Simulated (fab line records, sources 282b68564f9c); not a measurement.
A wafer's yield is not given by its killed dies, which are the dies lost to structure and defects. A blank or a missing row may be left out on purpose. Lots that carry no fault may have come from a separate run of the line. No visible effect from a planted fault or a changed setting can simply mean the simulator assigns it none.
One fault seen from 2 desks :: flow rit cmos :: only its own numbers are on each desk; what lay behind them is given at the end

THE METROLOGY DESK
What the gauges read, lot by lot, whatever tool the lot ran on: means of the sampled wafers that have a number. Marked OUT: a lot whose mean sits more than 4 standard deviations from the usual mean, which makes it out of limits; the brackets give that distance.
Columns: A = CONTACT_TEOS_THK at RIT_CONTACT_THK_MEAS_01, usual 396 nm; B = cd nm at RIT_CONTACT_CD_MEAS_08, usual 1000.0 nm; C = CONTACT_OVL at RIT_CONTACT_OVL_MEAS_09, usual -0.3 nm
lot: L294
first seen here: day 4 00:52
A: 400
B: 997.8
C: -0.0

lot: L295
first seen here: day 4 07:49
A: 390
B: 999.7
C: -1.4

lot: L307
first seen here: day 6 11:29
A: 396
B: 1000.9
C: 1.9

lot: L308
first seen here: day 6 14:32
A: 405
B: 999.8
C: 1.1

lot: L309
first seen here: day 6 21:22
A: 406
B: 998.4
C: 0.5

lot: L310
first seen here: day 7 02:04
A: 398
B: 1000.0
C: 0.5

lot: L313
first seen here: day 7 18:23
A: 392
B: 997.1
C: 0.6
This desk's verdict: no lot among the 7 shows anything out of limits.

FOR THE TOOL OWNER'S DESK: rie diel-02
The tool's own readings at RIT_CONTACT_ETCH_11 (etches SiO2 in CHF3/CF4/Ar, stops on TiSi2, target depth 480 nm, time 320 s): means of the sampled wafers that have a number, for each lot that ran on this tool. Marked OUT: a lot whose mean sits more than 4 standard deviations from the usual mean, which makes it out of limits; the brackets give that distance.
Columns: A = drypump motor current A at RIT_CONTACT_ETCH_11, usual 5.7 A; B = oes product au at RIT_CONTACT_ETCH_11, usual 0.993 a.u.; C = rf fwd power W at RIT_CONTACT_ETCH_11, usual 199.5 W; D = throttle valve pct at RIT_CONTACT_ETCH_11, usual 8.85 %
lot: L294
first seen here: day 4 02:19
A: 6.0
B: 0.990
C: 199.3
D: 8.77

lot: L307
first seen here: day 6 12:49
A: 5.8
B: 1.004
C: 209.7 (+16) OUT
D: 8.90

lot: L308
first seen here: day 6 15:52
A: 5.9
B: 0.999
C: 209.9 (+17) OUT
D: 8.81

lot: L309
first seen here: day 6 22:41
A: 5.9
B: 1.005
C: 210.4 (+18) OUT
D: 8.91
This desk's verdict: out of limits on L307, L308, L309, starting with L307 at day 6 12:49 (rf fwd power W at RIT_CONTACT_ETCH_11). Within limits: L294.

BROUGHT TOGETHER
The tool owner's desk could have raised an alarm at day 6 12:49, on L307, L308, L309.
Metrology desk: nothing out of limits seen.
The metrology desk has L307, L308, L309 on record, within its limits.
All the named lots went through RIT_CONTACT_ETCH_11 on rie diel-02.

WHAT THE SIMULATOR HAD INSERTED
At RIT_CONTACT_ETCH_11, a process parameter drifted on rie diel-02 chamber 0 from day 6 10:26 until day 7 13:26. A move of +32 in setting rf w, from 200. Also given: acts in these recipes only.
Shown lots that were struck: L307, L308, L309.
Delay in hours, fault start to first out-of-limits reading, by desk: the tool owner's desk at 2.
